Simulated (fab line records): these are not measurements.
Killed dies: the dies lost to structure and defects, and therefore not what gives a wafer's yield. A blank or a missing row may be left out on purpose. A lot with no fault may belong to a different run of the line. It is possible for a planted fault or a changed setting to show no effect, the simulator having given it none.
fab line records    flow rit_cmos
record: lots: 14  wafers: 42  last_day: 8
route steps=202 shown PSD@150
lots untouched by any fault: they come from a run of this same line in which no faults occurred
start_h: hours from the record's opening day to when the first of the lot's shown wafers began    wait_h: time in hours since the lot's previous step    " unchanged from the row above    L1.1+2: one row covering several wafers at once    - value missing, or start not given    * or withheld: withheld    < > ~ a bound
route shown NAME@n: a module of which the file shows steps, and the number in the route of the first    usual: mean/standard deviation taken from wafers without a fault    same: alike in all rows    chamber/n: place in a boat    sites: the reading at each site    _std_site: standard deviation of those values    _edge_site: outer sites' mean less inner sites'    radius_mm: how far each site lies from the wafer's centre    mask NAME#n: copy n    behind: the most recent tool/chamber to have shaped the wafer    hold: why the lot was held/for how many hours/how that ended    device: names the non-switching transistor (n, p or np)    end of line: the route-end tests of the same wafers    a step with no rows: only its recipe    killed: dies lost to structure and defects at the first sort, not the wafer's yield    map: the dies of a wafer, with x for killed, . for not killed, _ for no die there
set.NAME: the setting the step ran with; set.NAME@STEP: the setting that earlier step ran with    model.NAME: the simulator's own value behind a step, which no gauge read
one table for each step of the route and one row for each wafer, over a sample of lots
services: when a tool's chamber went out of use (start_h, in hours from the record's first day, below 0 if earlier), for how many hours, and the reason
== steps ==
step: RIT_PSD_IMPLANT_08
recipe: species: BF2  energy_kev: 27  dose_cm2: 5e+15  tilt_deg: 7
usual: beam_on_s: 14.0/0.41  dose_ions_cm2: 4.999e+15/4.9e+12
lot.wafer  tool          chamber  start_h  wait_h  beam_on_s  dose_ions_cm2
L944.2     implanter-04  0        57.77    0.1     13.7       5.008e+15
L944.3     "             0        "        "       14.0       5.001e+15
L944.6     "             0        "        "       14.3       5.003e+15
L945.2     implanter-03  0        63.11    0.1     13.9       4.998e+15
L945.3     "             0        "        "       13.8       4.999e+15
L945.6     "             0        "        "       13.2       5e+15
L946.1     implanter-04  0        69.16    0.1     13.9       4.997e+15
L946.2     "             0        "        "       13.9       5.002e+15
L946.6     "             0        "        "       14.5       4.997e+15
L947.1     implanter-03  0        76.68    0.1     13.5       4.998e+15
L947.4     "             0        "        "       13.8       5.005e+15
L947.6     "             0        "        "       13.6       4.999e+15
L949.1     implanter-01  0        85.06    0.1     14.6       5e+15
L949.2     "             0        "        "       14.2       4.993e+15
L949.6     "             0        "        "       14.6       4.991e+15
L950.2     implanter-03  0        88.76    0.1     13.6       5.003e+15
L950.5     "             0        "        "       13.5       4.999e+15
L950.6     "             0        "        "       13.5       5e+15
L951.1     implanter-03  0        91.26    0.1     14.2       5e+15
L951.3     "             0        "        "       14.1       4.999e+15
L951.4     "             0        "        "       13.6       4.986e+15
L952.3     implanter-04  0        100.52   0.1     14.4       5.007e+15
L952.4     "             0        "        "       13.8       5.004e+15
L952.6     "             0        "        "       13.7       4.998e+15
L953.3     implanter-01  0        105.84   0.1     14.7       5.007e+15
L953.5     "             0        "        "       14.2       4.996e+15
L953.6     "             0        "        "       14.8       4.996e+15
L957.2     implanter-04  0        133.07   0.1     14.0       5.005e+15
L957.5     "             0        "        "       14.1       4.996e+15
L957.6     "             0        "        "       14.5       5.003e+15
L961.1     implanter-04  0        157.46   0.1     23.8       8.499e+15
L961.2     "             0        "        "       23.3       8.498e+15
L961.4     "             0        "        "       23.9       8.5e+15
L963.3     implanter-04  0        165.09   0.1     23.8       8.489e+15
L963.4     "             0        "        "       23.7       8.493e+15
L963.5     "             0        "        "       24.4       8.5e+15
L966.2     implanter-01  0        182.62   0.1     13.9       4.998e+15
L966.4     "             0        "        "       14.4       4.999e+15
L966.6     "             0        "        "       14.5       4.998e+15
L965.1     implanter-01  0        183.08   0.1     15.0       4.987e+15
L965.2     "             0        "        "       14.0       5.001e+15
L965.6     "             0        "        "       13.8       4.999e+15
step: RIT_SDANNEAL_RS_MEAS_04
recipe: thk_meas_gauge: four-point-probe
usual: PSD_RS: 115.97/0.28
lot.wafer  tool           chamber  start_h  wait_h  PSD_RS[ohm/sq]
L944.2     film_metro-03  -        58.58    0.1     115.48
L944.3     "              -        "        "       115.70
L944.6     "              -        "        "       115.67
L945.2     film_metro-03  -        63.92    0.1     115.98
L945.3     "              -        "        "       116.03
L945.6     "              -        "        "       116.22
L946.1     film_metro-01  -        69.99    0.0     115.62
L946.2     "              -        "        "       116.07
L946.6     "              -        "        "       115.90
L947.1     film_metro-01  -        77.50    0.0     115.87
L947.4     "              -        "        "       115.81
L947.6     "              -        "        "       115.71
L949.1     film_metro-03  -        85.87    0.0     116.50
L949.2     "              -        "        "       116.33
L949.6     "              -        "        "       116.78
L950.2     film_metro-01  -        89.58    0.1     116.21
L950.5     "              -        "        "       115.87
L950.6     "              -        "        "       115.91
L951.1     film_metro-01  -        92.07    0.0     116.01
L951.3     "              -        "        "       115.91
L951.4     "              -        "        "       116.29
L952.3     film_metro-04  -        101.33   0.1     115.86
L952.4     "              -        "        "       116.01
L952.6     "              -        "        "       115.39
L953.3     film_metro-04  -        106.64   0.1     116.00
L953.5     "              -        "        "       115.87
L953.6     "              -        "        "       116.18
L957.2     film_metro-03  -        133.89   0.1     116.02
L957.5     "              -        "        "       115.97
L957.6     "              -        "        "       115.79
L961.1     film_metro-03  -        158.27   0.0     109.71
L961.2     "              -        "        "       109.56
L961.4     "              -        "        "       109.66
L963.3     film_metro-01  -        165.89   0.1     109.66
L963.4     "              -        "        "       109.87
L963.5     "              -        "        "       109.65
L966.2     film_metro-04  -        183.44   0.1     115.86
L966.4     "              -        "        "       116.06
L966.6     "              -        "        "       115.63
L965.1     film_metro-01  -        183.90   0.0     116.16
L965.2     "              -        "        "       115.82
L965.6     "              -        "        "       116.33
== services ==
tool          chamber  start_h  hours  kind
implanter-01  -        88.52    3.7    pm
implanter-03  -        94.88    2.2    repair
implanter-03  -        112.20   2.0    pm
implanter-01  -        114.42   3.3    repair
implanter-03  -        122.91   56.3   pm
implanter-04  -        142.09   4.7    pm
implanter-01  -        146.74   3.3    pm
implanter-03  -        179.22   5.7    pm
== key ==
first_sign: step: RIT_PSD_IMPLANT_08  reading: dose_ions_cm2  direction: up  sigmas: 99+  usual: 4.999e+15  struck: 8.496e+15
effect: step: RIT_PSD_IMPLANT_08  reading: beam_on_s  direction: up  sigmas: 24  usual: 14.0  struck: 23.8
effect: step: RIT_SDANNEAL_RS_MEAS_04  reading: PSD_RS  direction: down  sigmas: 23  usual: 115.97  struck: 109.68
met_at RIT_PSD_IMPLANT_08
struck_lots L961,L963
tester_left_out L961,L963
onset_between 133.07 157.46
fault: kind: process_parameter_drift  tool: implanter-04  chamber: -  onset_h: 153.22  steps: RIT_PSD_IMPLANT_08  channel: dose_cm2  offset: 3.4954e+15  shape: step  end_h: 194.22  acts_in: these_recipes_only  stated: 5e+15
tester_left_out: of these lots the tester's yield and bins aren't shown, on N5 and GAA mostly nor the transistor test; their killed dies are dies lost to structure and defects alone, not to doping, threshold or leakage, so they don't give the yield
